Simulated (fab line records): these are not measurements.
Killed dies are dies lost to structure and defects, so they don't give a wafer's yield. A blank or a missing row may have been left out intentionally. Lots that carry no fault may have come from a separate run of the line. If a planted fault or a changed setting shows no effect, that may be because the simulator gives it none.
fab line records + flow rit_cmos
record
- lots=12
- wafers=36
- last_day=7
route steps=202 shown FOX2@26 M1@202
lots that met no fault: from a run of the same line without faults
start_h: the number of hours between the record's first day and the start of the first shown wafer of the lot + wait_h: how many hours have passed since the lot's step before this one + " unchanged from the row above + L1.1+2: a row that stands for several wafers + - no value, or no start given + * or withheld: withheld + < > ~ a bound
route shown NAME@n: NAME is a module with steps in the file, n the number in the route of the first one + usual: mean/standard deviation taken from wafers without a fault + same: alike in all rows + chamber/n: place in a boat + sites: readings site by site + _std_site: how widely they spread, as a standard deviation + _edge_site: outer sites' mean less inner sites' + radius_mm: for every site, how far away it sits from the centre of the wafer + mask NAME#n: copy n + behind: the tool/chamber that last shaped the wafer + hold: reason for holding the lot/hours on hold/outcome of the hold + device: names the non-switching transistor (n, p or np) + end of line: at the end of the route, the tests of the same wafers + a step without rows: its recipe alone + killed: at the first sort, the dies lost to defects and structure; wafer yield is something else + map: a wafer's dies, marking killed ones x, the rest . and places with no die _
set.NAME: setting as actually run; set.NAME@STEP: the setting as run at that earlier step + model.NAME: the simulator's own value behind a step, which no gauge read
the route's steps for a sample of lots (tables are steps, rows are wafers)
services: the hour from which a tool's chamber was out of use, counted from the record's first day as start_h (under 0 if before that day), plus the number of hours and why
## steps
# step RIT_FOX2_WET_ETCH_03
# recipe
- chemistry=H3PO4
- target=Si3N4
- target_depth_nm=195
- temp_c=165
- time_s=2700
# usual
- run_length_s=2728/3.8
| lot.wafer | tool         | chamber | start_h | wait_h | run_length_s |
|-----------|--------------|---------|---------|--------|--------------|
| L846.2    | wet_bench-02 | 3       | 22.46   | 0.0    | 2727         |
| L846.5    | "            | 3       | "       | "      | 2727         |
| L846.6    | "            | 3       | "       | "      | 2727         |
| L847.1    | wet_bench-04 | 0       | 30.78   | 0.0    | 2733         |
| L847.2    | "            | 0       | "       | "      | 2733         |
| L847.4    | "            | 0       | "       | "      | 2733         |
| L848.1    | wet_bench-04 | 3       | 32.56   | 0.0    | 2728         |
| L848.2    | "            | 3       | "       | "      | 2728         |
| L848.3    | "            | 3       | "       | "      | 2728         |
| L850.1    | wet_bench-02 | 0       | 44.11   | 0.0    | 2725         |
| L850.2    | "            | 0       | "       | "      | 2725         |
| L850.5    | "            | 0       | "       | "      | 2725         |
| L857.1    | wet_bench-04 | 1       | 77.66   | 0.0    | 5425         |
| L857.2    | "            | 1       | "       | "      | 5425         |
| L857.5    | "            | 1       | "       | "      | 5425         |
| L861.1    | wet_bench-02 | 3       | 99.64   | 0.0    | 2727         |
| L861.3    | "            | 3       | "       | "      | 2727         |
| L861.4    | "            | 3       | "       | "      | 2727         |
| L862.2    | wet_bench-02 | 0       | 105.35  | 0.0    | 2725         |
| L862.4    | "            | 0       | "       | "      | 2725         |
| L862.6    | "            | 0       | "       | "      | 2725         |
| L863.3    | wet_bench-01 | 0       | 111.49  | 0.0    | 2726         |
| L863.4    | "            | 0       | "       | "      | 2726         |
| L863.6    | "            | 0       | "       | "      | 2726         |
| L864.3    | wet_bench-02 | 3       | 116.93  | 0.0    | 2725         |
| L864.4    | "            | 3       | "       | "      | 2725         |
| L864.5    | "            | 3       | "       | "      | 2725         |
| L865.1    | wet_bench-01 | 2       | 120.87  | 0.0    | 2734         |
| L865.3    | "            | 2       | "       | "      | 2734         |
| L865.5    | "            | 2       | "       | "      | 2734         |
| L868.1    | wet_bench-02 | 3       | 134.69  | 0.0    | 2726         |
| L868.3    | "            | 3       | "       | "      | 2726         |
| L868.4    | "            | 3       | "       | "      | 2726         |
| L869.1    | wet_bench-01 | 2       | 138.50  | 0.0    | 2726         |
| L869.2    | "            | 2       | "       | "      | 2726         |
| L869.5    | "            | 2       | "       | "      | 2726         |
# step RIT_M1_PROBE_99
# usual
- killed_at_contacts=0.1/0.25
- killed_at_front_end=7/3.2
- killed_dies=7/3.2
- killed_on_rim=2.1/1.5
- killed_open=3.5/2.2
- killed_short=3.6/2.1
# same
- gross_dies=264
- killed_at_M0_to_M3=0
- killed_at_M4_up=0
- killed_at_back_side=0
- killed_at_other=0
| lot.wafer | tool      | chamber | start_h | wait_h | killed_at_contacts | killed_at_front_end | killed_dies | killed_on_rim | killed_open | killed_short |
|-----------|-----------|---------|---------|--------|--------------------|---------------------|-------------|---------------|-------------|--------------|
| L846.2    | prober-02 | -       | 67.38   | 0.1    | 0                  | 6                   | 6           | 1             | 6           | 0            |
| L846.5    | prober-02 | -       | 67.53   | 0.2    | 0                  | 10                  | 10          | 0             | 1           | 9            |
| L846.6    | prober-02 | -       | 67.58   | 0.2    | 0                  | 6                   | 6           | 2             | 3           | 3            |
| L847.1    | prober-01 | -       | 72.81   | 0.1    | 0                  | 2                   | 2           | 0             | 2           | 0            |
| L847.2    | prober-01 | -       | 72.86   | 0.1    | 0                  | 2                   | 2           | 1             | 1           | 1            |
| L847.4    | prober-01 | -       | 72.96   | 0.2    | 0                  | 10                  | 10          | 6             | 5           | 5            |
| L848.1    | prober-02 | -       | 74.31   | 0.1    | 0                  | 1                   | 1           | 0             | 0           | 1            |
| L848.2    | prober-02 | -       | 74.36   | 0.1    | 0                  | 10                  | 10          | 2             | 4           | 6            |
| L848.3    | prober-02 | -       | 74.41   | 0.2    | 0                  | 6                   | 6           | 0             | 1           | 5            |
| L850.1    | prober-02 | -       | 83.98   | 0.1    | 0                  | 7                   | 7           | 1             | 4           | 3            |
| L850.2    | prober-02 | -       | 84.03   | 0.1    | 0                  | 6                   | 6           | 2             | 3           | 3            |
| L850.5    | prober-02 | -       | 84.18   | 0.2    | 0                  | 9                   | 9           | 2             | 6           | 3            |
| L857.1    | prober-01 | -       | 124.37  | 0.1    | 0                  | 5                   | 5           | 0             | 2           | 3            |
| L857.2    | prober-01 | -       | 124.42  | 0.1    | 0                  | 9                   | 9           | 1             | 7           | 2            |
| L857.5    | prober-01 | -       | 124.57  | 0.2    | 0                  | 8                   | 8           | 1             | 4           | 4            |
| L861.1    | prober-01 | -       | 143.50  | 0.1    | 0                  | 7                   | 7           | 2             | 4           | 3            |
| L861.3    | prober-01 | -       | 143.60  | 0.2    | 0                  | 8                   | 8           | 2             | 3           | 5            |
| L861.4    | prober-01 | -       | 143.65  | 0.2    | 0                  | 9                   | 9           | 1             | 5           | 4            |
| L862.2    | prober-02 | -       | 151.27  | 0.1    | 0                  | 8                   | 8           | 4             | 6           | 2            |
| L862.4    | prober-02 | -       | 151.37  | 0.2    | 0                  | 16                  | 16          | 2             | 8           | 8            |
| L862.6    | prober-02 | -       | 151.47  | 0.2    | 0                  | 11                  | 11          | 4             | 4           | 7            |
| L863.3    | prober-01 | -       | 158.51  | 0.2    | 0                  | 5                   | 5           | 2             | 2           | 3            |
| L863.4    | prober-01 | -       | 158.56  | 0.2    | 0                  | 6                   | 6           | 4             | 2           | 4            |
| L863.6    | prober-01 | -       | 158.66  | 0.2    | 1                  | 3                   | 4           | 2             | 1           | 3            |
| L864.3    | prober-02 | -       | 160.01  | 0.2    | 0                  | 3                   | 3           | 2             | 2           | 1            |
| L864.4    | prober-02 | -       | 160.06  | 0.2    | 0                  | 9                   | 9           | 4             | 5           | 4            |
| L864.5    | prober-02 | -       | 160.11  | 0.2    | 0                  | 10                  | 10          | 3             | 4           | 6            |
| L865.1    | prober-02 | -       | 164.77  | 0.1    | 0                  | 6                   | 6           | 2             | 3           | 3            |
| L865.3    | prober-02 | -       | 164.87  | 0.2    | 0                  | 5                   | 5           | 1             | 2           | 3            |
| L865.5    | prober-02 | -       | 164.97  | 0.2    | 0                  | 3                   | 3           | 0             | 0           | 3            |
| L868.1    | prober-02 | -       | 175.85  | 0.1    | 0                  | 7                   | 7           | 1             | 4           | 3            |
| L868.3    | prober-02 | -       | 175.95  | 0.2    | 0                  | 5                   | 5           | 3             | 3           | 2            |
| L868.4    | prober-02 | -       | 176.00  | 0.2    | 0                  | 10                  | 10          | 2             | 6           | 4            |
| L869.1    | prober-01 | -       | 178.36  | 0.1    | 0                  | 8                   | 8           | 3             | 0           | 8            |
| L869.2    | prober-01 | -       | 178.41  | 0.1    | 0                  | 7                   | 7           | 2             | 7           | 0            |
| L869.5    | prober-01 | -       | 178.56  | 0.2    | 0                  | 8                   | 8           | 2             | 2           | 6            |
# killed by level:class
L846.2 FOX1:geometric_particle:open=3 GATE:geometric_particle:open=2 FOX2:geometric_particle:open=1
L846.5 GATE:geometric_particle:short=6 SPACER:geometric_particle:short=2 REOX:geometric_particle:short=1 REOX:geometric_particle:open=1
L846.6 GATE:geometric_particle:open=2 GATE:geometric_particle:short=2 SPACER:geometric_particle:open=1 SPACER:geometric_particle:short=1
L847.1 FOX2:geometric_particle:open=1 SILICIDE:geometric_particle:open=1
L847.2 FOX1:geometric_particle:open=1 GATE:geometric_particle:short=1
L847.4 GATE:geometric_particle:short=3 SILICIDE:geometric_particle:open=3 FOX1:geometric_particle:short=1 FOX2:geometric_particle:open=1 GATE:geometric_particle:open=1 SILICIDE:geometric_particle:short=1
L848.1 GATE:geometric_particle:short=1
L848.2 GATE:geometric_particle:short=5 SPACER:geometric_particle:open=2 FOX2:geometric_particle:open=1 GATE:geometric_particle:open=1 REOX:geometric_particle:short=1
L848.3 SPACER:geometric_particle:short=3 GATE:geometric_particle:short=1 REOX:geometric_particle:short=1 SPACER:geometric_particle:open=1
L850.1 FOX1:geometric_particle:short=2 FOX1:geometric_particle:open=2 GATE:geometric_particle:open=2 GATE:geometric_particle:short=1
L850.2 FOX1:geometric_particle:short=2 GATE:geometric_particle:open=1 GATE:geometric_particle:short=1 REOX:geometric_particle:open=1 SPACER:geometric_particle:open=1
L850.5 GATE:geometric_particle:open=5 GATE:geometric_particle:short=2 FOX1:geometric_particle:short=1 FOX1:geometric_particle:open=1
L857.1 SPACER:geometric_particle:short=2 FOX1:geometric_particle:short=1 GATE:geometric_particle:open=1 SPACER:geometric_particle:open=1
L857.2 SPACER:geometric_particle:open=3 GATE:geometric_particle:short=2 FOX1:geometric_particle:open=1 GATE:geometric_particle:open=1 REOX:geometric_particle:open=1 SILICIDE:geometric_particle:open=1
L857.5 GATE:geometric_particle:open=3 FOX1:geometric_particle:short=2 FOX2:geometric_particle:open=1 GATE:geometric_particle:short=1 SPACER:geometric_particle:short=1
L861.1 GATE:geometric_particle:open=3 FOX1:geometric_particle:short=1 FOX2:geometric_particle:short=1 GATE:geometric_particle:short=1 SPACER:geometric_particle:open=1
L861.3 FOX1:geometric_particle:open=2 SPACER:geometric_particle:short=2 SILICIDE:geometric_particle:short=2 REOX:geometric_particle:short=1 REOX:geometric_particle:open=1
L861.4 FOX2:geometric_particle:short=2 REOX:geometric_particle:open=2 SILICIDE:geometric_particle:open=2 FOX1:geometric_particle:short=1 FOX1:geometric_particle:open=1 REOX:geometric_particle:short=1
L862.2 GATE:geometric_particle:open=4 FOX2:geometric_particle:open=2 SPACER:geometric_particle:short=1 GATE:geometric_particle:short=1
L862.4 GATE:geometric_particle:short=5 SPACER:geometric_particle:short=3 FOX1:geometric_particle:open=2 GATE:geometric_particle:open=2 SPACER:geometric_particle:open=2 REOX:geometric_particle:open=1 SILICIDE:geometric_particle:open=1
L862.6 GATE:geometric_particle:short=3 GATE:geometric_particle:open=3 REOX:geometric_particle:short=3 FOX1:geometric_particle:open=1 SILICIDE:geometric_particle:short=1
L863.3 ACTIVE:geometric_particle:short=1 GATE:geometric_particle:open=1 SPACER:geometric_particle:open=1 SPACER:geometric_particle:short=1 SILICIDE:geometric_particle:short=1
L863.4 GATE:geometric_particle:short=2 GATE:geometric_particle:open=1 REOX:geometric_particle:short=1 SPACER:geometric_particle:short=1 SPACER:geometric_particle:open=1
L863.6 FOX2:geometric_particle:short=1 GATE:geometric_particle:open=1 SPACER:geometric_particle:short=1 CONTACT:geometric_particle:short=1
L864.3 FOX1:geometric_particle:open=1 GATE:geometric_particle:open=1 GATE:geometric_particle:short=1
L864.4 GATE:geometric_particle:open=2 GATE:geometric_particle:short=2 FOX1:geometric_particle:short=1 FOX1:geometric_particle:open=1 FOX2:geometric_particle:short=1 REOX:geometric_particle:open=1 SPACER:geometric_particle:open=1
L864.5 GATE:geometric_particle:short=4 GATE:geometric_particle:open=2 FOX1:geometric_particle:short=1 FOX1:geometric_particle:open=1 REOX:geometric_particle:open=1 SPACER:geometric_particle:short=1
L865.1 FOX1:geometric_particle:open=2 GATE:geometric_particle:short=2 GATE:geometric_particle:open=1 SILICIDE:geometric_particle:short=1
L865.3 GATE:geometric_particle:short=2 FOX1:geometric_particle:open=1 SILICIDE:geometric_particle:open=1 SILICIDE:geometric_particle:short=1
L865.5 FOX1:geometric_particle:short=2 REOX:geometric_particle:short=1
L868.1 GATE:geometric_particle:short=2 SPACER:geometric_particle:open=2 GATE:geometric_particle:open=1 REOX:geometric_particle:short=1 SILICIDE:geometric_particle:open=1
L868.3 GATE:geometric_particle:open=2 FOX1:geometric_particle:short=1 FOX1:geometric_particle:open=1 GATE:geometric_particle:short=1
L868.4 GATE:geometric_particle:open=3 FOX1:geometric_particle:open=2 GATE:geometric_particle:short=2 REOX:geometric_particle:open=1 REOX:geometric_particle:short=1 SILICIDE:geometric_particle:short=1
L869.1 GATE:geometric_particle:short=3 REOX:geometric_particle:short=2 FOX1:geometric_particle:short=1 SPACER:geometric_particle:short=1 SILICIDE:geometric_particle:short=1
L869.2 FOX1:geometric_particle:open=3 REOX:geometric_particle:open=3 GATE:geometric_particle:open=1
L869.5 FOX2:geometric_particle:short=2 ACTIVE:geometric_particle:short=1 FOX1:geometric_particle:open=1 FOX1:geometric_particle:short=1 REOX:geometric_particle:open=1 GATE:geometric_particle:short=1 REOX:geometric_particle:short=1
## services
| tool         | chamber | start_h | hours | kind   |
|--------------|---------|---------|-------|--------|
| wet_bench-04 | -       | 19.21   | 6.3   | repair |
## key
first_sign
- step=RIT_FOX2_WET_ETCH_03
- reading=run_length_s
- direction=up
- sigmas=99+
- usual=*
- struck=*
effect none on later readings
met_at RIT_FOX2_WET_ETCH_03
struck_lots L857
struck_wafers L857.1,L857.2,L857.5
tester_left_out L857
fault
- kind=process_parameter_drift
- tool=wet_bench-04
- chamber=1
- onset_h=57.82
- steps=RIT_FOX2_WET_ETCH_03
- channel=time_s
- offset=*
- shape=step
- end_h=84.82
- acts_in=*
- stated=*
# tester_left_out: of these lots the tester's yield and bins aren't shown, on N5 and GAA mostly nor the transistor test; their killed dies are dies lost to structure and defects alone, not to doping, threshold or leakage, so they don't give the yield
